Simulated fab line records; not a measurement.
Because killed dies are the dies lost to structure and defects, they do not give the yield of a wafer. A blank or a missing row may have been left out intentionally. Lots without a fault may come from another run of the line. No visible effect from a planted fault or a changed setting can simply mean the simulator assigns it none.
fab line records + flow rit-cmos
record
- lots=14
- wafers=42
- last-day=7
route steps=202 shown SPACER@125 M1@202
lots that met no fault: taken from a fault-free run of the same line
start-h: hours from the record's opening day to when the first of the lot's shown wafers began + wait-h: hours elapsed since this lot's preceding step + " as in the row above + L1.1+2: a single row standing in for several wafers + - value missing, or start not given + * or withheld: withheld + < > ~ a bound
route shown NAME@n: names a module that has steps shown in the file, with the first one's number in the route + usual: the fault-free wafers' mean and standard deviation + same: alike in all rows + chamber/n: place in a boat + sites: per-site readings + _std_site: the standard deviation of these + _edge_site: outer sites' mean less inner sites' + radius-mm: for every site, how far away it sits from the centre of the wafer + mask NAME#n: copy n + behind: the last tool/chamber to shape the wafer + hold: the reason the lot was held/the length of the hold in hours/how it ended + device: the n, p or np transistor that did not switch + end of line: the same wafers' tests at the end of the route + a step without rows: its recipe alone + killed: dies lost to structure and defects at the first sort, not the wafer's yield + map: dies across one wafer; x = killed, . = not, _ = none there
set.NAME: the run value of the setting; set.NAME@STEP: its run value at that earlier step + model.NAME: the simulator's own value behind a step, which no gauge read
the route's steps for a sample of lots (tables are steps, rows are wafers)
services: when a tool's chamber went out of use (start-h, in hours from the record's first day, below 0 if earlier), for how many hours, and the reason
## steps
# step RIT_SPACER_CLEAN_00
# recipe
- chemistry=SC1
- mix=3:3:50
- time-s=600
- temp-c=75
# usual
- bath-guard-temp-C=74.8/0.49
- bath-heat-duty-pct=15.5/1.5
| lot.wafer | tool         | chamber | start-h | wait-h | bath-guard-temp-C | bath-heat-duty-pct |
|-----------|--------------|---------|---------|--------|-------------------|--------------------|
| L176.1    | wet-bench-01 | 2       | 44.84   | 0.1    | 75.1              | 13.4               |
| L176.3    | "            | 2       | "       | "      | 75.3              | 14.9               |
| L176.5    | "            | 2       | "       | "      | 75.2              | 13.0               |
| L177.1    | wet-bench-03 | 1       | 50.03   | 0.1    | 74.6              | 15.3               |
| L177.2    | "            | 1       | "       | "      | 75.1              | 14.1               |
| L177.4    | "            | 1       | "       | "      | 74.5              | 14.8               |
| L181.2    | wet-bench-01 | 0       | 69.76   | 0.0    | 75.1              | 14.3               |
| L181.3    | "            | 0       | "       | "      | 74.8              | 14.0               |
| L181.5    | "            | 0       | "       | "      | 74.8              | 14.3               |
| L183.3    | wet-bench-01 | 3       | 77.96   | 0.0    | -                 | -                  |
| L183.4    | "            | 3       | "       | "      | -                 | -                  |
| L183.5    | "            | 3       | "       | "      | -                 | -                  |
| L184.1    | wet-bench-03 | 1       | 83.70   | 0.1    | -                 | -                  |
| L184.4    | "            | 1       | "       | "      | -                 | -                  |
| L184.6    | "            | 1       | "       | "      | -                 | -                  |
| L189.2    | wet-bench-03 | 2       | 109.44  | 0.0    | 74.6              | 15.8               |
| L189.3    | "            | 2       | "       | "      | 74.5              | 17.1               |
| L189.4    | "            | 2       | "       | "      | 74.7              | 17.0               |
| L190.1    | wet-bench-03 | 2       | 113.64  | 0.1    | 74.4              | 16.0               |
| L190.4    | "            | 2       | "       | "      | 74.6              | 18.7               |
| L190.5    | "            | 2       | "       | "      | 74.2              | 17.4               |
| L192.1    | wet-bench-01 | 1       | 122.65  | 0.1    | 74.2              | 16.1               |
| L192.3    | "            | 1       | "       | "      | 74.4              | 15.1               |
| L192.5    | "            | 1       | "       | "      | 74.2              | 15.4               |
| L193.1    | wet-bench-03 | 2       | 128.62  | 0.1    | 74.6              | 17.4               |
| L193.3    | "            | 2       | "       | "      | 74.5              | 16.5               |
| L193.5    | "            | 2       | "       | "      | 74.6              | 18.9               |
| L194.1    | wet-bench-03 | 3       | 134.45  | 0.1    | 75.3              | 16.8               |
| L194.4    | "            | 3       | "       | "      | 75.5              | 15.7               |
| L194.5    | "            | 3       | "       | "      | 75.1              | 17.2               |
| L195.1    | wet-bench-02 | 0       | 139.08  | 0.1    | 74.0              | 15.5               |
| L195.5    | "            | 0       | "       | "      | 74.1              | 16.4               |
| L195.6    | "            | 0       | "       | "      | 74.1              | 17.2               |
| L196.2    | wet-bench-02 | 2       | 143.56  | 0.0    | 75.0              | 16.8               |
| L196.3    | "            | 2       | "       | "      | 74.7              | 15.0               |
| L196.6    | "            | 2       | "       | "      | 75.0              | 14.8               |
| L197.1    | wet-bench-02 | 3       | 149.02  | 0.1    | 74.0              | 14.4               |
| L197.2    | "            | 3       | "       | "      | 73.7              | 13.7               |
| L197.5    | "            | 3       | "       | "      | 74.1              | 13.9               |
| L198.1    | wet-bench-01 | 2       | 152.77  | 0.1    | 74.9              | 13.2               |
| L198.2    | "            | 2       | "       | "      | 75.1              | 13.6               |
| L198.6    | "            | 2       | "       | "      | 75.1              | 12.5               |
# step RIT_M1_PROBE_99
# usual
- killed_at_M0_to_M3=0.0/0.083
- killed-at-contacts=0.1/0.32
- killed-at-front-end=7/3
- killed-dies=7/3
- killed-open=3.4/2.2
- killed-short=3.3/1.8
# same
- gross-dies=264
- killed_at_M4_up=0
- killed-at-back-side=0
- killed-at-other=0
| lot.wafer | tool      | chamber | start-h | wait-h | killed_at_M0_to_M3 | killed-at-contacts | killed-at-front-end | killed-dies | killed-open | killed-short |
|-----------|-----------|---------|---------|--------|--------------------|--------------------|---------------------|-------------|-------------|--------------|
| L183.3    | prober-02 | -       | 91.84   | 0.2    | 0                  | 0                  | 13                  | 13          | 7           | 6            |
| L189.2    | prober-02 | -       | 123.87  | 0.1    | 0                  | 0                  | 8                   | 8           | 5           | 3            |
| L189.3    | prober-02 | -       | 123.92  | 0.2    | 0                  | 0                  | 4                   | 4           | 2           | 2            |
| L189.4    | prober-02 | -       | 123.97  | 0.2    | 0                  | 0                  | 7                   | 7           | 4           | 3            |
| L190.1    | prober-01 | -       | 127.32  | 0.1    | 0                  | 0                  | 6                   | 6           | 2           | 4            |
| L190.4    | prober-01 | -       | 127.47  | 0.2    | 0                  | 0                  | 9                   | 9           | 2           | 7            |
| L190.5    | prober-01 | -       | 127.52  | 0.2    | 0                  | 0                  | 6                   | 6           | 3           | 3            |
| L194.1    | prober-01 | -       | 149.39  | 0.1    | 0                  | 0                  | 4                   | 4           | 1           | 3            |
| L194.4    | prober-01 | -       | 149.54  | 0.2    | 0                  | 0                  | 3                   | 3           | 1           | 2            |
| L194.5    | prober-01 | -       | 149.59  | 0.2    | 0                  | 0                  | 2                   | 2           | 0           | 2            |
# killed by level:class
L183.3 GATE:geometric-particle:open=2 GATE:geometric-particle:short=2 REOX:geometric-particle:open=2 SPACER:geometric-particle:short=2 SILICIDE:geometric-particle:open=2 REOX:geometric-particle:short=1 SPACER:geometric-particle:open=1 SILICIDE:geometric-particle:short=1
L189.2 GATE:geometric-particle:open=3 FOX1:geometric-particle:open=2 GATE:geometric-particle:short=2 FOX1:geometric-particle:short=1
L189.3 FOX1:geometric-particle:short=2 FOX1:geometric-particle:open=1 GATE:geometric-particle:open=1
L189.4 GATE:geometric-particle:open=3 FOX1:geometric-particle:short=1 FOX2:geometric-particle:short=1 GATE:geometric-particle:short=1 REOX:geometric-particle:open=1
L190.1 GATE:geometric-particle:short=2 FOX2:geometric-particle:short=1 REOX:geometric-particle:short=1 SPACER:geometric-particle:open=1 SILICIDE:geometric-particle:open=1
L190.4 GATE:geometric-particle:short=2 SPACER:geometric-particle:short=2 FOX1:geometric-particle:short=1 GATE:geometric-particle:open=1 REOX:geometric-particle:short=1 REOX:geometric-particle:open=1 SILICIDE:geometric-particle:short=1
L190.5 FOX1:geometric-particle:short=2 FOX2:geometric-particle:short=1 REOX:geometric-particle:open=1 SPACER:geometric-particle:open=1 SILICIDE:geometric-particle:open=1
L194.1 FOX1:geometric-particle:open=1 FOX2:geometric-particle:short=1 GATE:geometric-particle:short=1 SILICIDE:geometric-particle:short=1
L194.4 FOX2:geometric-particle:short=1 GATE:geometric-particle:short=1 SILICIDE:geometric-particle:open=1
L194.5 FOX2:geometric-particle:short=1 SPACER:geometric-particle:short=1
## services
| tool         | chamber | start-h | hours | kind   |
|--------------|---------|---------|-------|--------|
| wet-bench-03 | -       | 34.69   | 1.0   | repair |
| wet-bench-02 | -       | 60.44   | 1.3   | repair |
| wet-bench-02 | -       | 86.55   | 1.9   | pm     |
## key
first-sign
- step=RIT_SPACER_CLEAN_00
- reading=tool-record
- direction=missing
effect none on later readings
met-at RIT_SPACER_CLEAN_00
struck-lots L183,L184
tester-left-out L183,L184
onset-between 69.76 77.96
fault
- kind=skipped-step-whole
- tool=wet-bench-01,wet-bench-03
- chamber=-
- onset-h=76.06
- steps=RIT_SPACER_CLEAN_00
- scope=struck-lots-only
# tester-left-out: of these lots the tester's yield and bins aren't shown, on N5 and GAA mostly nor the transistor test; their killed dies are dies lost to structure and defects alone, not to doping, threshold or leakage, so they don't give the yield
